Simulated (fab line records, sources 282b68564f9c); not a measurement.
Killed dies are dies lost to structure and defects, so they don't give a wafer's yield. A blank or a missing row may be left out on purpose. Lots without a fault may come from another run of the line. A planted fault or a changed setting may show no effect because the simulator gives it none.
fab line records | flow rit_cmos
record lots=6 wafers=18 last_day=7
route steps=202 shown ACTIVE@1 FOX1@20 FOX2@23 M1@202
lots that met no fault: from a run of the same line without faults
start_h: hours from the record's first day to the start of the lot's first wafer shown | wait_h: hours since the lot's step before | " the same as in the row above | L1.1+2: a row that stands for several wafers | - no value, or no start given | * or withheld: withheld | < > ~ a bound
route shown NAME@n: a module of which the file shows steps, and the number in the route of the first | usual: mean/standard deviation of fault-free wafers | same: alike in all rows | chamber/n: place in a boat | sites: the reading at each site | _std_site: their standard deviation | _edge_site: outer sites' mean less inner sites' | radius_mm: how far each site lies from the wafer's centre | mask NAME#n: copy n | behind: the tool/chamber that last shaped the wafer | hold: why the lot was held/for how many hours/how that ended | device: the transistor (n, p or np) that didn't switch | end of line: the same wafers' tests at the end of the route | a step without rows: its recipe alone | killed: dies lost to structure and defects at the first sort, not the wafer's yield | map: a wafer's dies, x killed, . not, _ none there
set.NAME: the setting as run; set.NAME@STEP: as run at that earlier step | model.NAME: the simulator's own value behind a step, which no gauge read
lots at some steps of the route; a table a step, a row a wafer
services: from which hour (start_h, from the record's first day; less than 0 if before it) a tool's chamber was out of use, for how many hours, and why
## steps
# step RIT_ACTIVE_BOW_MEAS_00
# recipe mode=bow
# usual INCOMING_BOW=0/6
# columns lot.wafer tool chamber start_h wait_h INCOMING_BOW[um]
L212.3 film_metro-03 - 10.04 - -6
L212.5 " - " " -4
L212.6 " - " " 5
L217.3 film_metro-04 - 35.04 - -10
L217.5 " - " " -7
L217.6 " - " " 7
L229.2 film_metro-04 - 95.02 - 3
L229.4 " - " " -6
L229.5 " - " " -2
L231.1 film_metro-01 - 105.00 - 11
L231.3 " - " " -4
L231.4 " - " " 8
L232.2 film_metro-04 - 110.02 - 3
L232.5 " - " " -4
L232.6 " - " " 14
L234.1 film_metro-04 - 120.00 - -5
L234.2 " - " " -2
L234.3 " - " " 1
# step RIT_ACTIVE_OXIDATION_01
# recipe temp_c=1000 ambient=O2 target_thk_a=468 ox_time_s=3360
# usual spike_tc_centre_C=1001.7/1.4 spike_tc_load_C=1027/4.2 spike_tc_source_C=1026.9/1.9 tube_center_temp_C=1000/0.088 zone_power_source_pct=36.5/0.48
# columns lot.wafer tool chamber start_h wait_h spike_tc_centre_C spike_tc_load_C spike_tc_source_C tube_center_temp_C zone_power_source_pct model.SiO2_of_ACTIVE_OXIDATION_01.thk_nm
L212.3 furnace-03 0 11.18 1.1 1003.7 1025 1029.6 1000 36.9 44.42
L212.5 " 0 " " 1003.4 1027 1029.4 999.92 36.5 44.7
L212.6 " 0 " " 1004.1 1026 1028.4 1000 35.7 44.06
L217.3 furnace-01 0 36.28 1.2 1001.0 1030 1023.6 999.9 36.7 47.59
L217.5 " 0 " " 1002.5 1031 1026.4 1000.1 36.2 47.63
L217.6 " 0 " " 1001.5 1032 1024.8 1000 35.9 47.69
L229.2 furnace-01 0 96.29 1.3 1013.3 1043 1038.6 1000 38.4 52.56
L229.4 " 0 " " 1011.4 1043 1039.4 999.97 37.6 51.31
L229.5 " 0 " " 1014.9 1044 1040.7 999.92 37.4 52.06
L231.1 furnace-01 0 106.00 1.0 1015.7 1043 1037.1 1000.2 38.4 50.05
L231.3 " 0 " " 1013.9 1044 1040.7 999.83 38.1 50.46
L231.4 " 0 " " 1011.2 1043 1037.6 999.96 37.4 50.59
L232.2 furnace-03 0 110.12 0.1 1001.8 1026 1030.0 1000.1 36.3 46.24
L232.5 " 0 " " 1001.9 1027 1029.4 999.89 36.3 46.49
L232.6 " 0 " " 1005.1 1027 1029.3 999.99 36.3 45.94
L234.1 furnace-03 0 120.12 0.1 1003.2 1024 1028.9 999.94 36.8 47.18
L234.2 " 0 " " 1002.3 1026 1027.1 1000.1 36.3 46.7
L234.3 " 0 " " 1004.0 1023 1029.3 999.91 36.1 47.41
# step RIT_ACTIVE_THK_MEAS_02
# recipe reads=SiO2_of_ACTIVE_OXIDATION_01
# usual ACTIVE_OXIDE_THK=46.6/0.99
# columns lot.wafer tool chamber start_h wait_h hold ACTIVE_OXIDE_THK[nm]
L212.3 film_metro-01 - 13.13 0.0 - 44.4
L212.5 " - " " - 44.7
L212.6 " - " " - 44.1
L217.3 film_metro-01 - 38.24 0.0 - 47.6
L217.5 " - " " - 47.6
L217.6 " - " " - 47.7
L229.2 film_metro-03 - 98.24 0.0 await_dispo/0.2h/release 52.6
L229.4 " - " " await_dispo/0.2h/release 51.3
L229.5 " - " " await_dispo/0.2h/release 52.1
L229.2 film_metro-03 - 98.46 0.2 - 52.6
L229.4 " - " " - 51.3
L229.5 " - " " - 52.1
L231.1 film_metro-03 - 107.93 0.0 await_dispo/0.2h/release 50.0
L231.3 " - " " await_dispo/0.2h/release 50.5
L231.4 " - " " await_dispo/0.2h/release 50.6
L231.1 film_metro-03 - 108.16 0.2 - 50.0
L231.3 " - " " - 50.5
L231.4 " - " " - 50.6
L232.2 film_metro-03 - 112.06 0.0 - 46.2
L232.5 " - " " - 46.5
L232.6 " - " " - 46.0
L234.1 film_metro-01 - 122.05 0.0 - 47.1
L234.2 " - " " - 46.7
L234.3 " - " " - 47.4
# step RIT_ACTIVE_THK_MEAS_04
# recipe reads=Si3N4_of_ACTIVE_CVD_03
# usual ACTIVE_NITRIDE_THK=149.8/1.1
# columns lot.wafer tool chamber start_h wait_h ACTIVE_NITRIDE_THK[nm]
L212.3 film_metro-04 - 14.61 0.0 149.7
L212.5 " - " " 150.0
L212.6 " - " " 149.7
L217.3 film_metro-04 - 39.71 0.0 149.3
L217.5 " - " " 150.2
L217.6 " - " " 148.8
L229.2 film_metro-01 - 102.75 0.0 152.4
L229.4 " - " " 151.6
L229.5 " - " " 152.0
L232.2 film_metro-03 - 113.54 0.0 150.7
L232.5 " - " " 150.4
L232.6 " - " " 150.1
L231.1 film_metro-01 - 115.06 0.1 149.7
L231.3 " - " " 149.0
L231.4 " - " " 149.8
L234.1 film_metro-04 - 123.53 0.0 149.9
L234.2 " - " " 150.5
L234.3 " - " " 150.4
# step RIT_ACTIVE_HMDS_05
# recipe prime_time_s=60 prime_temp_c=140
# step RIT_ACTIVE_COAT_06
# recipe resist=NOVOLAK spin_rpm=3250 resist_thk_nm=1000
# step RIT_ACTIVE_SOFTBAKE_07
# recipe resist=NOVOLAK temp_c=90 time_s=60
# step RIT_ACTIVE_EXPOSE_08
# recipe mask_id=M1 na=0.6 source_shape=conventional sigma_outer=0.6 target_cd_nm=1400 dose_mj=225
# step RIT_ACTIVE_PEB_09
# recipe resist=NOVOLAK temp_c=withheld time_s=withheld
# step RIT_ACTIVE_DEVELOP_10
# recipe resist=NOVOLAK develop_time_s=50 dev_temp_c=23
# step RIT_ACTIVE_CD_MEAS_11
# recipe target_cd_nm=1400
# usual cd_nm=1400.3/2
# columns lot.wafer tool chamber start_h wait_h cd_nm
L212.3 cd_sem-01 - 15.67 - 1400.8
L212.5 " - " " 1398.8
L212.6 " - " " 1401.4
L217.3 cd_sem-01 - 40.64 - 1399.7
L217.5 " - " " 1400.0
L217.6 " - " " 1401.3
L229.2 cd_sem-02 - 104.27 - 1398.7
L229.4 " - " " 1399.2
L229.5 " - " " 1399.1
L232.2 cd_sem-02 - 114.46 - 1397.3
L232.5 " - " " 1398.5
L232.6 " - " " 1396.9
L231.1 cd_sem-01 - 116.49 - 1397.6
L231.3 " - " " 1397.5
L231.4 " - " " 1399.9
L234.1 cd_sem-01 - 124.44 - 1402.2
L234.2 " - " " 1398.8
L234.3 " - " " 1399.1
# step RIT_ACTIVE_HARDBAKE_12
# recipe resist=NOVOLAK temp_c=140 time_s=60
# step RIT_ACTIVE_ETCH_13
# recipe stop_on=SiO2 chemistry=SF6 target=Si3N4 time_s=210 over_etch_frac=0.4 SF6_flow_sccm=200 pressure_mtorr=260 rf_w=125 target_depth_a=2100
# usual drypump_motor_current_A=5.7/0.42 oes_product_au=0.824/0.01 throttle_valve_pct=7.52/0.12
# columns lot.wafer tool chamber start_h wait_h drypump_motor_current_A oes_product_au rf_hours_counter_h throttle_valve_pct
L212.3 rie_diel-02 0 15.90 0.1 6.2 0.805 136 7.58
L212.5 " 1 " " 5.4 0.826 - 7.52
L212.6 " 0 " " 6.3 0.811 - 7.56
L217.3 rie_diel-04 0 40.87 0.1 5.7 0.823 24 7.60
L217.5 " 1 " " 5.2 0.843 - 7.28
L217.6 " 2 " " 6.2 0.815 - 7.60
L229.2 rie_diel-02 2 104.63 0.1 5.3 0.835 0 7.73
L229.4 " 0 " " 6.3 0.816 138 7.55
L229.5 " 3 " " 5.8 0.825 - 7.38
L232.2 rie_diel-02 0 114.71 0.1 6.3 0.812 138 7.57
L232.5 " 0 " " 6.3 0.813 - 7.55
L232.6 " 3 " " 5.8 0.820 - 7.38
L231.1 rie_diel-01 2 116.81 0.1 6.5 0.807 26 7.41
L231.3 " 3 " " 5.8 0.833 9 7.62
L231.4 " 0 " " 6.1 0.818 24 7.55
L234.1 rie_diel-02 3 124.71 0.1 5.8 0.818 115 7.39
L234.2 " 1 " " 5.5 0.834 61 7.51
L234.3 " 0 " " 6.3 0.808 138 7.58
# step RIT_ACTIVE_STRIP_14
# recipe chemistry=O2 time_s=180 resist=NOVOLAK platen_temp_c=withheld power_w=500 pressure_mtorr=4000 o2_flow_sccm=4000
# usual drypump_motor_current_A=5.8/0.46 o2_flow_sccm=4001/14
# columns lot.wafer tool chamber start_h wait_h drypump_motor_current_A o2_flow_sccm rf_hours_counter_h
L212.3 plasma_asher-03 1 16.09 0.1 5.8 3990 -
L212.5 " 1 " " 5.8 4005 -
L212.6 " 0 " " 5.9 3998 -
L217.3 plasma_asher-01 1 41.07 0.1 6.3 4001 -
L217.5 " 1 " " 6.2 3988 -
L217.6 " 0 " " 5.0 3999 -
L229.2 plasma_asher-03 0 105.09 0.4 5.9 4012 31
L229.4 " 0 " " 5.9 4004 -
L229.5 " 1 " " 5.8 3980 -
L232.2 plasma_asher-02 1 114.84 0.1 5.9 4021 48
L232.5 " 1 " " 5.9 4033 -
L232.6 " 0 " " 6.3 4001 -
L231.1 plasma_asher-01 0 117.11 0.2 5.1 4013 48
L231.3 " 1 " " 6.3 3988 -
L231.4 " 0 " " 5.1 4013 -
L234.1 plasma_asher-02 0 124.84 0.1 6.3 4001 50
L234.2 " 1 " " 6.0 4014 50
L234.3 " 1 " " 6.0 3985 -
# step RIT_ACTIVE_CD_MEAS_90
# recipe target_cd_nm=1400
# usual cd_nm=1400.3/2
# columns lot.wafer tool chamber start_h wait_h cd_nm
L212.3 cd_sem-02 - 16.24 0.1 1400.8
L212.5 " - " " 1398.9
L212.6 " - " " 1401.1
L217.3 cd_sem-02 - 41.22 0.1 1400.0
L217.5 " - " " 1399.9
L217.6 " - " " 1400.9
L229.2 cd_sem-02 - 105.39 0.2 1398.5
L229.4 " - " " 1399.2
L229.5 " - " " 1398.6
L232.2 cd_sem-02 - 115.04 0.1 1397.3
L232.5 " - " " 1398.5
L232.6 " - " " 1396.6
L231.1 cd_sem-01 - 117.29 0.1 1398.0
L231.3 " - " " 1397.2
L231.4 " - " " 1400.2
L234.1 cd_sem-02 - 125.02 0.1 1402.3
L234.2 " - " " 1398.6
L234.3 " - " " 1398.8
# step RIT_ACTIVE_CLEAN_15
# recipe chemistry=SC1 mix=3:3:50 time_s=600 temp_c=75
# step RIT_ACTIVE_CLEAN_16
# recipe chemistry=dHF dilution=50:1 time_s=30
# step RIT_ACTIVE_CLEAN_17
# recipe chemistry=SC2 mix=3:3:50 time_s=600 temp_c=75 dry=n2_spin
# step RIT_FOX1_OXIDATION_00
# recipe temp_c=1100 ambient=H2O target_thk_a=3507 p_h2o_torr=720 ox_time_s=1130
# step RIT_FOX1_THK_MEAS_01
# recipe reads=SiO2_of_FOX1_OXIDATION_00
# usual FOX1_OXIDE_THK=350/5.7
# columns lot.wafer tool chamber start_h wait_h FOX1_OXIDE_THK[nm]
L212.3 film_metro-04 - 19.31 0.0 361
L212.5 " - " " 353
L212.6 " - " " 352
L217.3 film_metro-01 - 44.75 0.0 349
L217.5 " - " " 354
L217.6 " - " " 354
L229.2 film_metro-02 - 107.32 0.0 349
L229.4 " - " " 345
L229.5 " - " " 345
L232.2 film_metro-01 - 118.33 0.0 355
L232.5 " - " " 360
L232.6 " - " " 353
L231.1 film_metro-02 - 119.63 0.0 349
L231.3 " - " " 350
L231.4 " - " " 345
L234.1 film_metro-02 - 127.71 0.0 349
L234.2 " - " " 350
L234.3 " - " " 351
# step RIT_FOX1_WET_ETCH_02
# recipe chemistry=BOE target_depth_nm=350 time_s=390 temp_c=21.5 dry=n2_spin dilution=10:1 target=SiO2
# step RIT_FOX2_OXIDATION_00
# recipe temp_c=1100 ambient=H2O target_thk_a=3507 p_h2o_torr=720 ox_time_s=1130
# step RIT_FOX2_THK_MEAS_01
# recipe reads=SiO2_of_FOX2_OXIDATION_00
# usual FOX2_OXIDE_THK=351/7.1
# columns lot.wafer tool chamber start_h wait_h FOX2_OXIDE_THK[nm]
L212.3 film_metro-02 - 20.81 0.0 352
L212.5 " - " " 349
L212.6 " - " " 343
L217.3 film_metro-03 - 46.24 0.0 355
L217.5 " - " " 357
L217.6 " - " " 358
L229.2 film_metro-03 - 109.25 0.0 342
L229.4 " - " " 346
L229.5 " - " " 343
L232.2 film_metro-02 - 119.82 0.0 358
L232.5 " - " " 355
L232.6 " - " " 356
L231.1 film_metro-02 - 122.05 0.0 339
L231.3 " - " " 349
L231.4 " - " " 345
L234.1 film_metro-01 - 129.26 0.0 359
L234.2 " - " " 362
L234.3 " - " " 358
# step RIT_FOX2_CLEAN_02
# recipe chemistry=dHF dilution=50:1 time_s=180
# step RIT_FOX2_WET_ETCH_03
# recipe chemistry=H3PO4 target=Si3N4 target_depth_nm=195 temp_c=165 time_s=2700
# usual bath_guard_temp_C=164.8/0.34
# columns lot.wafer tool chamber start_h wait_h bath_guard_temp_C model.SiO2_of_ACTIVE_OXIDATION_01.thk_nm
L212.3 wet_bench-03 1 20.91 0.0 164.8 39.51
L212.5 " 1 " " 165.0 39.77
L212.6 " 1 " " 165.1 39.2
L217.3 wet_bench-01 3 46.34 0.0 164.5 40.72
L217.5 " 3 " " 164.6 42.33
L217.6 " 3 " " 164.7 40.71
L229.2 wet_bench-01 1 109.42 0.0 165.3 44.66
L229.4 " 1 " " 164.8 45.68
L229.5 " 1 " " 164.7 45.57
L232.2 wet_bench-01 2 119.93 0.0 165.0 40.98
L232.5 " 2 " " 165.0 41.18
L232.6 " 2 " " 165.1 39.96
L231.1 wet_bench-01 3 122.23 0.1 164.7 44.5
L231.3 " 3 " " 165.0 44.89
L231.4 " 3 " " 164.6 44.94
L234.1 wet_bench-01 0 129.39 0.0 164.6 41.24
L234.2 " 0 " " 164.3 41.56
L234.3 " 0 " " 164.4 42.18
# step RIT_FOX2_THK_MEAS_90
# recipe reads=SiO2_of_FOX2_OXIDATION_00
# usual FIELD_OXIDE_LEFT_1_THK=323/7.1
# columns lot.wafer tool chamber start_h wait_h FIELD_OXIDE_LEFT_1_THK[nm]
L212.3 film_metro-02 - 21.69 0.0 325
L212.5 " - " " 322
L212.6 " - " " 316
L217.3 film_metro-02 - 47.12 0.0 327
L217.5 " - " " 330
L217.6 " - " " 331
L229.2 film_metro-02 - 110.29 0.0 314
L229.4 " - " " 319
L229.5 " - " " 315
L232.2 film_metro-03 - 120.70 0.0 330
L232.5 " - " " 328
L232.6 " - " " 328
L231.1 film_metro-03 - 123.05 0.0 312
L231.3 " - " " 321
L231.4 " - " " 318
L234.1 film_metro-02 - 130.14 0.0 332
L234.2 " - " " 335
L234.3 " - " " 331
# step RIT_M1_PROBE_99
# usual killed_at_contacts=0.1/0.24 killed_at_front_end=7/3.2 killed_dies=7/3.2 killed_open=3.6/2.1 killed_short=3.5/2
# same gross_dies=264 killed_at_M0_to_M3=0 killed_at_M4_up=0 killed_at_back_side=0 killed_at_other=0
# columns lot.wafer tool chamber start_h wait_h killed_at_contacts killed_at_front_end killed_dies killed_open killed_short
L217.3 prober-01 - 86.39 0.2 0 10 10 4 6
L217.5 prober-01 - 86.49 0.2 0 3 3 1 2
L217.6 prober-01 - 86.54 0.2 0 6 6 2 4
L229.2 prober-01 - 150.54 0.1 0 7 7 2 5
L229.4 prober-01 - 150.64 0.2 0 5 5 4 1
L229.5 prober-01 - 150.69 0.2 0 5 5 3 2
L232.2 prober-02 - 162.26 0.1 0 9 9 3 6
L232.5 prober-02 - 162.41 0.2 0 10 10 3 7
L232.6 prober-02 - 162.46 0.2 1 5 6 4 2
L231.1 prober-01 - 166.26 0.1 0 10 10 5 5
L231.3 prober-01 - 166.36 0.2 0 8 8 3 5
L231.4 prober-01 - 166.41 0.2 0 8 8 3 5
L234.1 prober-02 - 170.40 0.1 1 10 11 3 8
L234.2 prober-02 - 170.45 0.1 0 8 8 2 6
L234.3 prober-02 - 170.50 0.2 0 9 9 5 4
# killed by level:class
L217.3 GATE:geometric_particle:short=4 GATE:geometric_particle:open=2 FOX1:geometric_particle:open=1 REOX:geometric_particle:short=1 SPACER:geometric_particle:short=1 SPACER:geometric_particle:open=1
L217.5 GATE:geometric_particle:short=2 FOX1:geometric_particle:open=1
L217.6 GATE:geometric_particle:open=2 FOX2:geometric_particle:short=1 GATE:geometric_particle:short=1 REOX:geometric_particle:short=1 SPACER:geometric_particle:short=1
L229.2 GATE:geometric_particle:short=3 FOX1:geometric_particle:open=1 FOX1:geometric_particle:short=1 GATE:geometric_particle:open=1 REOX:geometric_particle:short=1
L229.4 REOX:geometric_particle:open=2 FOX1:geometric_particle:open=1 GATE:geometric_particle:open=1 REOX:geometric_particle:short=1
L229.5 FOX1:geometric_particle:open=2 GATE:geometric_particle:short=2 SPACER:geometric_particle:open=1
L232.2 GATE:geometric_particle:short=2 SPACER:geometric_particle:open=2 SPACER:geometric_particle:short=2 FOX1:geometric_particle:short=1 FOX2:geometric_particle:short=1 GATE:geometric_particle:open=1
L232.5 SILICIDE:geometric_particle:open=3 GATE:geometric_particle:short=2 SPACER:geometric_particle:short=2 SILICIDE:geometric_particle:short=2 REOX:geometric_particle:short=1
L232.6 GATE:geometric_particle:open=3 SPACER:geometric_particle:short=2 CONTACT:geometric_particle:open=1
L231.1 GATE:geometric_particle:open=3 GATE:geometric_particle:short=2 FOX1:geometric_particle:open=1 FOX2:geometric_particle:short=1 REOX:geometric_particle:open=1 REOX:geometric_particle:short=1 SILICIDE:geometric_particle:short=1
L231.3 GATE:geometric_particle:short=3 GATE:geometric_particle:open=3 FOX2:geometric_particle:short=1 REOX:geometric_particle:short=1
L231.4 GATE:geometric_particle:short=5 FOX1:geometric_particle:open=1 FOX2:geometric_particle:open=1 GATE:geometric_particle:open=1
L234.1 FOX1:geometric_particle:short=3 GATE:geometric_particle:short=2 FOX1:geometric_particle:open=1 FOX2:geometric_particle:open=1 FOX2:geometric_particle:short=1 SILICIDE:geometric_particle:open=1 SILICIDE:geometric_particle:short=1 CONTACT:geometric_particle:short=1
L234.2 GATE:geometric_particle:short=3 FOX2:geometric_particle:open=1 FOX2:geometric_particle:short=1 GATE:geometric_particle:open=1 REOX:geometric_particle:short=1 SPACER:geometric_particle:short=1
L234.3 GATE:geometric_particle:short=3 FOX2:geometric_particle:open=2 FOX1:geometric_particle:short=1 FOX1:geometric_particle:open=1 GATE:geometric_particle:open=1 SILICIDE:geometric_particle:open=1
## services
# columns tool chamber start_h hours kind
rie_diel-01 0 -12.22 90.2 repair
furnace-01 - -5.40 5.2 pm
furnace-01 - 22.12 3.6 pm
plasma_asher-03 - 27.07 0.7 repair
plasma_asher-02 - 33.44 0.7 repair
rie_diel-04 2 55.60 5.4 repair
rie_diel-02 2 58.13 - clean
rie_diel-02 2 58.13 14.6 scheduled_down
rie_diel-02 2 58.13 14.6 vent_cycle
rie_diel-04 3 62.73 - clean
rie_diel-04 3 62.73 14.3 scheduled_down
rie_diel-04 3 62.73 14.3 vent_cycle
rie_diel-02 1 107.61 3.9 repair
plasma_asher-03 - 109.64 4.5 repair
## key
first_sign step=RIT_ACTIVE_OXIDATION_01 reading=spike_tc_centre_C direction=up sigmas=8.3 usual=1001.7 struck=1013.4
effect step=RIT_ACTIVE_OXIDATION_01 reading=spike_tc_source_C direction=up sigmas=6.4 usual=1026.9 struck=1039.0
effect step=RIT_ACTIVE_THK_MEAS_02 reading=visit direction=added
model_effect step=RIT_ACTIVE_OXIDATION_01 value=SiO2_of_ACTIVE_OXIDATION_01.thk_nm without=44.93 struck=51.17
model_effect step=RIT_FOX2_WET_ETCH_03 value=SiO2_of_ACTIVE_OXIDATION_01.thk_nm without=39.49 struck=45.04
met_at RIT_ACTIVE_OXIDATION_01
struck_wafers L229.2,L229.4,L229.5,L231.1,L231.3,L231.4
tester_left_out L229,L231
onset_between 36.28 96.29
fault kind=process_parameter_drift tool=furnace-01 chamber=- onset_h=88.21 steps=RIT_ACTIVE_OXIDATION_01 channel=temp_c offset=* shape=step end_h=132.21 acts_in=* stated=*
# tester_left_out: of these lots the tester's yield and bins aren't shown, on N5 and GAA mostly nor the transistor test; their killed dies are dies lost to structure and defects alone, not to doping, threshold or leakage, so they don't give the yield
